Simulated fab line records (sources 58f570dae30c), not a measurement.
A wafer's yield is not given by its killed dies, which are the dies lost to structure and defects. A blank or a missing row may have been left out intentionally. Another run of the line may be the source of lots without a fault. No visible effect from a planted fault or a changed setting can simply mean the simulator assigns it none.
Split-lot trial || flow berkeley_cmos170 || on a route of 331 steps: 5 lots, 27 wafers read

THE SPLIT ITSELF
At UCB170_M3_METAL_ETCH_18 (etches Al in Cl2/BCl3, stops on SiO2, target depth 1170 nm, time 195 s), the setting target_depth_a was moved away from the recipe's 11700 angstrom on 9 of the 27 wafers read, by -39.8% to +48.4%. For the rest of the wafers, this setting stayed at what the recipe calls for.

THE PATH FROM SPLIT TO READING: the file shows 1 step between them
- UCB170_M3_STRIP_19: strips in O2

THE READING
cd_nm (nm) at UCB170_M3_CD_MEAS_90, where the cd target is 700 nm. Fault-free wafers of this fab line usually give 699 nm, standard deviation 3.7 nm.

{"wafer": "L075.1", "tool, chamber at the split": "rie_metal-02, 1", "target_depth_a as run, angstrom": 7044, "against the recipe": "-39.8%", "cd_nm, nm": 718, "against lot-mates on the recipe": "+19"}
{"wafer": "L075.2", "tool, chamber at the split": "rie_metal-02, 1", "target_depth_a as run, angstrom": 11700, "against the recipe": "recipe", "cd_nm, nm": 698, "against lot-mates on the recipe": "-"}
{"wafer": "L075.3", "tool, chamber at the split": "rie_metal-02, 1", "target_depth_a as run, angstrom": 7044, "against the recipe": "-39.8%", "cd_nm, nm": 719, "against lot-mates on the recipe": "+20"}
{"wafer": "L075.4", "tool, chamber at the split": "rie_metal-02, 1", "target_depth_a as run, angstrom": 11700, "against the recipe": "recipe", "cd_nm, nm": 698, "against lot-mates on the recipe": "-"}
{"wafer": "L075.5", "tool, chamber at the split": "rie_metal-02, 1", "target_depth_a as run, angstrom": 7044, "against the recipe": "-39.8%", "cd_nm, nm": 717, "against lot-mates on the recipe": "+18"}
{"wafer": "L075.6", "tool, chamber at the split": "rie_metal-02, 1", "target_depth_a as run, angstrom": 11700, "against the recipe": "recipe", "cd_nm, nm": 701, "against lot-mates on the recipe": "-"}
{"wafer": "L076.1", "tool, chamber at the split": "rie_metal-01, 0", "target_depth_a as run, angstrom": 11700, "against the recipe": "recipe", "cd_nm, nm": 702, "against lot-mates on the recipe": "-"}
{"wafer": "L076.2", "tool, chamber at the split": "rie_metal-01, 1", "target_depth_a as run, angstrom": 14170, "against the recipe": "+21.1%", "cd_nm, nm": 695, "against lot-mates on the recipe": -7}
{"wafer": "L076.3", "tool, chamber at the split": "rie_metal-01, 1", "target_depth_a as run, angstrom": 11700, "against the recipe": "recipe", "cd_nm, nm": 701, "against lot-mates on the recipe": "-"}
{"wafer": "L076.4", "tool, chamber at the split": "rie_metal-01, 0", "target_depth_a as run, angstrom": 14170, "against the recipe": "+21.1%", "cd_nm, nm": 694, "against lot-mates on the recipe": -8}
{"wafer": "L076.5", "tool, chamber at the split": "rie_metal-01, 1", "target_depth_a as run, angstrom": 14170, "against the recipe": "+21.1%", "cd_nm, nm": 695, "against lot-mates on the recipe": -7}
{"wafer": "L076.6", "tool, chamber at the split": "rie_metal-01, 0", "target_depth_a as run, angstrom": 11700, "against the recipe": "recipe", "cd_nm, nm": 702, "against lot-mates on the recipe": "-"}
{"wafer": "L081.2", "tool, chamber at the split": "rie_metal-03, 1", "target_depth_a as run, angstrom": 11700, "against the recipe": "recipe", "cd_nm, nm": 698, "against lot-mates on the recipe": "-"}
{"wafer": "L081.3", "tool, chamber at the split": "rie_metal-03, 1", "target_depth_a as run, angstrom": 11700, "against the recipe": "recipe", "cd_nm, nm": 697, "against lot-mates on the recipe": "-"}
{"wafer": "L081.5", "tool, chamber at the split": "rie_metal-03, 1", "target_depth_a as run, angstrom": 11700, "against the recipe": "recipe", "cd_nm, nm": 696, "against lot-mates on the recipe": "-"}
{"wafer": "L083.1", "tool, chamber at the split": "rie_metal-02, 0", "target_depth_a as run, angstrom": 17360, "against the recipe": "+48.4%", "cd_nm, nm": 680, "against lot-mates on the recipe": -24}
{"wafer": "L083.2", "tool, chamber at the split": "rie_metal-02, 1", "target_depth_a as run, angstrom": 17360, "against the recipe": "+48.4%", "cd_nm, nm": 674, "against lot-mates on the recipe": -30}
{"wafer": "L083.3", "tool, chamber at the split": "rie_metal-02, 1", "target_depth_a as run, angstrom": 17360, "against the recipe": "+48.4%", "cd_nm, nm": 674, "against lot-mates on the recipe": -30}
{"wafer": "L083.4", "tool, chamber at the split": "rie_metal-02, 0", "target_depth_a as run, angstrom": 11700, "against the recipe": "recipe", "cd_nm, nm": 705, "against lot-mates on the recipe": "-"}
{"wafer": "L083.5", "tool, chamber at the split": "rie_metal-02, 0", "target_depth_a as run, angstrom": 11700, "against the recipe": "recipe", "cd_nm, nm": 705, "against lot-mates on the recipe": "-"}
{"wafer": "L083.6", "tool, chamber at the split": "rie_metal-02, 1", "target_depth_a as run, angstrom": 11700, "against the recipe": "recipe", "cd_nm, nm": 701, "against lot-mates on the recipe": "-"}
{"wafer": "L082.1", "tool, chamber at the split": "rie_metal-03, 0", "target_depth_a as run, angstrom": 11700, "against the recipe": "recipe", "cd_nm, nm": 694, "against lot-mates on the recipe": "-"}
{"wafer": "L082.2", "tool, chamber at the split": "rie_metal-03, 1", "target_depth_a as run, angstrom": 11700, "against the recipe": "recipe", "cd_nm, nm": 698, "against lot-mates on the recipe": "-"}
{"wafer": "L082.3", "tool, chamber at the split": "rie_metal-03, 1", "target_depth_a as run, angstrom": 11700, "against the recipe": "recipe", "cd_nm, nm": 696, "against lot-mates on the recipe": "-"}
{"wafer": "L082.4", "tool, chamber at the split": "rie_metal-03, 0", "target_depth_a as run, angstrom": 11700, "against the recipe": "recipe", "cd_nm, nm": 698, "against lot-mates on the recipe": "-"}
{"wafer": "L082.5", "tool, chamber at the split": "rie_metal-03, 0", "target_depth_a as run, angstrom": 11700, "against the recipe": "recipe", "cd_nm, nm": 695, "against lot-mates on the recipe": "-"}
{"wafer": "L082.6", "tool, chamber at the split": "rie_metal-03, 1", "target_depth_a as run, angstrom": 11700, "against the recipe": "recipe", "cd_nm, nm": 694, "against lot-mates on the recipe": "-"}

THE FIT
A straight line over all 27 wafers: cd_nm changes by -0.452 nm for each +1% of target_depth_a; r = -0.95; the points scatter about the line by 3.5 nm.
The same after taking each lot's own level away (the mean of its wafers on the recipe; 27 wafers): -0.513 nm for each +1%; r = -0.98; scatter 2.3 nm.
Per that fit: largest target_depth_a move, reading shift of 25 nm.
The lots' own levels span 695.8 to 703.7 nm, that is 2.1 times the standard deviation above.
Hence the slope depends on the lot-to-lot level, as the two fits are not the same.
Check: with one of the wafers moved furthest among these (+48.4%) left out of the fit, the line predicts -25.1 nm for it against its lot-mates. Against them it came out at -23.7 nm.
Tool readings at the split's step, against how far the setting was moved: oes_product_au r = -0.98.

THE WHOLE CHAIN: every reading that the file lists as answering this split, in the file's order
{"step": "UCB170_M3_METAL_ETCH_18", "what it does": "etches Al in Cl2/BCl3, stops on SiO2, target depth 1170 nm, time 195 s", "reading": "oes_product_au", "change (the file's fit)": "-0.00329 a.u. for each +1% of the setting", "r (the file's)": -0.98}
{"step": "UCB170_M3_METAL_ETCH_18", "what it does": "etches Al in Cl2/BCl3, stops on SiO2, target depth 1170 nm, time 195 s", "reading": "M3.feature_depth_nm (the simulator's own value, which no gauge read)", "change (the file's fit)": "not straight: 699.4 at the lowest setting, 952.1 at the recipe, 981 at the highest", "r (the file's)": "not given"}
{"step": "UCB170_M3_METAL_ETCH_18", "what it does": "etches Al in Cl2/BCl3, stops on SiO2, target depth 1170 nm, time 195 s", "reading": "KrF_of_M3_COAT_10.thk_nm (the simulator's own value, which no gauge read)", "change (the file's fit)": "-5.59 nm for each +1% of the setting", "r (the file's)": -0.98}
{"step": "UCB170_M3_METAL_ETCH_18", "what it does": "etches Al in Cl2/BCl3, stops on SiO2, target depth 1170 nm, time 195 s", "reading": "SiO2_of_V2_CVD_00.thk_nm (the simulator's own value, which no gauge read)", "change (the file's fit)": "-0.637 nm for each +1% of the setting", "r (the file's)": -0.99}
{"step": "UCB170_M3_STRIP_19", "what it does": "strips in O2", "reading": "oes_product_au", "change (the file's fit)": "-0.005 a.u. for each +1% of the setting", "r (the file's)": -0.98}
{"step": "UCB170_M3_CD_MEAS_90", "what it does": "target cd 700 nm", "reading": "cd_nm", "change (the file's fit)": "-0.511 nm for each +1% of the setting", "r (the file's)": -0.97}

THE FILE'S OWN FIT
cd_nm changes by -0.511 nm for each +1% of target_depth_a, r = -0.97.
